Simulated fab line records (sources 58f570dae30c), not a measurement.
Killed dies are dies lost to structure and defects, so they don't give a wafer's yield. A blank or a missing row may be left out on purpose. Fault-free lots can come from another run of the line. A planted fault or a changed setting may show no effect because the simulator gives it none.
Struck lot and sound lot, side by side || flow berkeley cmos170 || 43 out of 331 route steps
Sound: wafers L221.4, L221.5, L221.6. Struck: wafers L232.2, L232.4, L232.5. The cause comes at the end.
Per side, at each step with rows, come the tool, then ch with its chambers, and then its first start. Under that, the readings that differ: sound wafers || struck wafers || difference of the means || sigmas: that difference in standard deviations of wafers without a fault.
alike: readings with means less than 2 such deviations apart, plus words and numbers identical on both sides. not compared: withheld readings, readings lacking a value on some wafer, bounds such as >300 that could conceal the same value, and numbers that have no deviation in the record and whose values overlap.
The two part at a step that has a row with sigmas, a row that says differs or no value, or rows on one side only. Numbers that have no deviation but don't overlap get no sigmas and don't part them. A reading missing from all wafers of one side parts the sides only when that side holds two or more wafers.

first, 1 step without rows for these wafers: UCB170_NVT_IMPLANT_07.
UCB170_NVT_STRIP_08: strips in O2.
  sound on plasma asher-02 ch 0,1, day 6 18:38; struck on plasma asher-01 ch 0,1, day 9 18:11
{"reading": "drypump motor current A (A)", "sound": "6.1 6.1 6.7", "struck": "5.7 5.2 5.2", "difference": -0.9, "sigmas": -2}
  alike: o2 flow sccm, oes product au, strip time to endpoint s
  not compared: rf hours counter h
UCB170_NVT_TW_MEAS_09:
  sound: film metro-03 at day 6 18:44; struck: film metro-04 at day 9 18:17
  alike: NVT_TW
then, 7 steps without rows for these wafers: UCB170_NVT_CLEAN_10 (cleans in SPM, time 600 s); UCB170_PVT_HMDS_00 (prime time 60 s); UCB170_PVT_COAT_01 (resist thk 900 nm); UCB170_PVT_SOFTBAKE_02 (time 60 s); UCB170_PVT_EXPOSE_03 (exposes mask NWELL, target cd 3000 nm); UCB170_PVT_PEB_04; UCB170_PVT_DEVELOP_05 (develop time 45 s).
UCB170_PVT_OVL_MEAS_06:
  sound: overlay-01 at day 6 21:25; struck: overlay-02 at day 9 20:01
  alike: PVT_OVL
after that, 1 step had no rows for these wafers: UCB170_PVT_IMPLANT_07.
UCB170_PVT_STRIP_08: strips in O2.
  sound on plasma asher-02 ch 0,1, day 6 21:37; struck on plasma asher-03 ch 1, day 9 20:12
  alike: drypump motor current A, o2 flow sccm, oes product au, strip time to endpoint s
  not compared: rf hours counter h
UCB170_PVT_TW_MEAS_09:
  sound: film metro-03 at day 6 21:43; struck: film metro-02 at day 9 20:19
  alike: PVT_TW
then, 1 step without rows for these wafers: UCB170_GATE_WET_ETCH_00 (etches SiO2 in dHF, time 200 s).
UCB170_FIELD_THK_MEAS_91:
  sound: film metro-02 at day 6 21:50; struck: film metro-04 at day 9 20:30
{"reading": "FIELD_OXIDE_LEFT_2_THK (nm)", "sound": "317 322 316", "struck": "364 360 365", "difference": "+45", "sigmas": "+3"}
then, 1 step without rows for these wafers: UCB170_GATE_OXIDATION_01 (target thk 6.6 nm, ox time 1800 s).
UCB170_GATE_THK_MEAS_02:
  sound: film metro-01 at day 7 04:01; struck: film metro-04 at day 10 02:50
  alike: GATE_OXIDE_THK
then, 2 steps without rows for these wafers: UCB170_GATE_ANNEAL_03 (time 1800 s); UCB170_GATE_CVD_04 (deposits poly-Si from SiH4, time 1440 s, target thk 214 nm).
UCB170_GATE_THK_MEAS_05:
  sound: film metro-04 at day 7 12:54; struck: film metro-02 at day 10 09:59
  alike: GATE_POLY_THK
then, 6 steps without rows for these wafers: UCB170_GATE_COAT_06; UCB170_GATE_COAT_07 (resist thk 900 nm); UCB170_GATE_SOFTBAKE_08 (time 60 s); UCB170_GATE_EXPOSE_09 (exposes mask POLY, target cd 350 nm); UCB170_GATE_PEB_10; UCB170_GATE_DEVELOP_11 (develop time 45 s).
UCB170_GATE_CD_MEAS_12: target cd 350 nm.
  sound: cd sem-02 at day 7 14:22; struck: cd sem-01 at day 10 11:01
  alike: cd nm
UCB170_GATE_OVL_MEAS_13:
  sound: overlay-01 at day 7 14:27; struck: overlay-01 at day 10 11:08
  alike: GATE_OVL
UCB170_GATE_ETCH_14: etches BARC in N2/H2.
  sound on rie diel-01 ch 1,2,3, day 7 14:28; struck on rie diel-03 ch 2,3, day 10 11:10
  alike: drypump motor current A, oes product au, rf fwd power W, throttle valve pct
UCB170_GATE_ETCH_15: etches poly-Si in HBr/Cl2, stops on SiO2, time 56.3 s, target depth 278.2 nm.
  sound on rie si-01 ch 0,1,3, day 7 14:32; struck on rie si-02 ch 2,3, day 10 11:12
  alike: drypump motor current A, he backside leak sccm, oes product au, rf fwd power W, throttle valve pct
  not compared: rf hours counter h
UCB170_GATE_STRIP_16: strips in O2.
  sound on plasma asher-01 ch 0,1, day 7 14:35; struck on plasma asher-01 ch 0,1, day 10 11:15
  alike: drypump motor current A, o2 flow sccm, oes product au
  not compared: rf hours counter h
UCB170_GATE_CD_MEAS_90: target cd 350 nm.
  sound: cd sem-01 at day 7 14:43; struck: cd sem-01 at day 10 11:22
  alike: cd nm
then, 7 steps without rows for these wafers: UCB170_GATE_CLEAN_17 (cleans in SPM, time 600 s); UCB170_PLDD_HMDS_00 (prime time 60 s); UCB170_PLDD_COAT_01 (resist thk 900 nm); UCB170_PLDD_SOFTBAKE_02 (time 60 s); UCB170_PLDD_EXPOSE_03 (exposes mask PSELECT, target cd 1200 nm); UCB170_PLDD_PEB_04; UCB170_PLDD_DEVELOP_05 (develop time 45 s).
UCB170_PLDD_CD_MEAS_06: target cd 1200 nm.
  sound: cd sem-02 at day 7 15:56; struck: cd sem-02 at day 10 13:01
  alike: cd nm
UCB170_PLDD_OVL_MEAS_07:
  sound: overlay-01 at day 7 16:01; struck: overlay-02 at day 10 13:07
  alike: PLDD_OVL
UCB170_M3_PROBE_99:
  rows exist in the record for the struck wafers here (prober-02, day 12 00:49), but not for the sound ones

WHERE THEY PART
Earliest at UCB170_NVT_STRIP_08; latest, in this record, at UCB170_M3_PROBE_99.

WHY: what the simulator had put in
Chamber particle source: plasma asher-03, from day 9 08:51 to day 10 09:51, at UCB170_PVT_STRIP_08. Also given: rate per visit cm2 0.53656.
